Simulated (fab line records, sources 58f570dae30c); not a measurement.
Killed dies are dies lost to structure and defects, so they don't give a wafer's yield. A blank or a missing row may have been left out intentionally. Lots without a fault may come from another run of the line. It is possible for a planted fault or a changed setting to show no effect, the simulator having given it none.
Problem report, 8D (eight disciplines) form, completed by code | flow berkeley_cmos170 | the parts of the form that need people (team, actions taken, sign-off) are left out

1. WHAT IS WRONG
At UCB170_M1_METAL_ETCH_12, run_length_s averages 149.1 s over 4 wafers from 2 lots, while fault-free wafers read 158.4 s, standard deviation 0.43. Measured from the usual mean, that is -22 standard deviations.
The step: etches Al in Cl2/BCl3, stops on PSG, target depth 780 nm, time 130 s.
Seen first at day 9 11:43 on rie_metal-03, wafer L309.1. The record has a number at this step for 16 wafers belonging to 6 lots. Rule for "out", or "out of limits": more than 4 standard deviations from the usual mean. The other wafers with a number count as sound.

2. WHAT IT IS, AND WHAT IT ISN'T
question                    | is                           | is not
which readings at this step | run_length_s, oes_product_au | drypump_motor_current_A, he_backside_leak_sccm, throttle_valve_pct
which lots                  | L309, L311                   | L303, L306, L314, L321
which wafers of those lots  | all that have a number       | -
read on which tools         | rie_metal-03                 | rie_metal-01
when                        | from day 9 11:43             | up to then (6 sound wafers); but 6 sound wafers of L314, L321 came after

3. WHAT RULES OUT EACH SUSPECT
Counting: a tool at a process step up to the reading stays a suspect if it ran every lot that is out and no sound lot after the first of them.
- rie_diel-03 at UCB170_M1_ETCH_11 (etches BARC in N2/H2): kept. It ran every lot that is out, first L309 (day 9 11:41), and no sound lot after that.
- rie_metal-03 at UCB170_M1_METAL_ETCH_12 (etches Al in Cl2/BCl3, stops on PSG, target depth 780 nm, time 130 s): kept. Every lot that is out went through it, starting with L309 (day 9 11:43), and after that it ran no sound lot; the last sound lot it ran before then is L306 (day 8 19:49). On those wafers its own readings are out: oes_product_au, run_length_s.
The count leaves rie_metal-03 at UCB170_M1_METAL_ETCH_12 and rie_diel-03 at UCB170_M1_ETCH_11.

4. THE CAUSE (what the simulator had put in)
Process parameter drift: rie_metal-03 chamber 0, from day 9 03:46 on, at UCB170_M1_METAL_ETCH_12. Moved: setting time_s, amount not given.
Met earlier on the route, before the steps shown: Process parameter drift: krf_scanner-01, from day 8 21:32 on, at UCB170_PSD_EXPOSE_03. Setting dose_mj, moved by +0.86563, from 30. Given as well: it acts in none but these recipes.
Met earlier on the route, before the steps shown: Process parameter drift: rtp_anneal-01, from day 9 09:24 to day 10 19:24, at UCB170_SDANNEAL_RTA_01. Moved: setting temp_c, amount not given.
Counting leaves 2 suspects; this tool is one of them.

5. THE CHAIN OF EFFECTS, in route order
Each row: a reading whose mean over the struck wafers that have a number lies more than 3 standard deviations from the usual. Only readings for which the record gives a usual standard deviation are gone through. hours: the time from each lot's start at the first step in this table that gives one to its start at this step, as a median over the lots. sigmas: the change in usual standard deviations.
hours | step                    | reading        | usual      | on struck wafers | change | sigmas
0     | UCB170_M1_METAL_ETCH_12 | oes_product_au | 0.848 a.u. | 0.928            | +0.080 | +9.8
0     | UCB170_M1_METAL_ETCH_12 | run_length_s   | 158.4 s    | 149.1            | -9.3   | -22
Here are the process steps it includes:
- UCB170_M1_METAL_ETCH_12: etches Al in Cl2/BCl3, stops on PSG, target depth 780 nm, time 130 s.

6. WHAT WOULD HAVE CAUGHT IT SOONER
First out-of-limits reading in this record: day 9 11:43, which is 8 hours after fault onset at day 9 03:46.
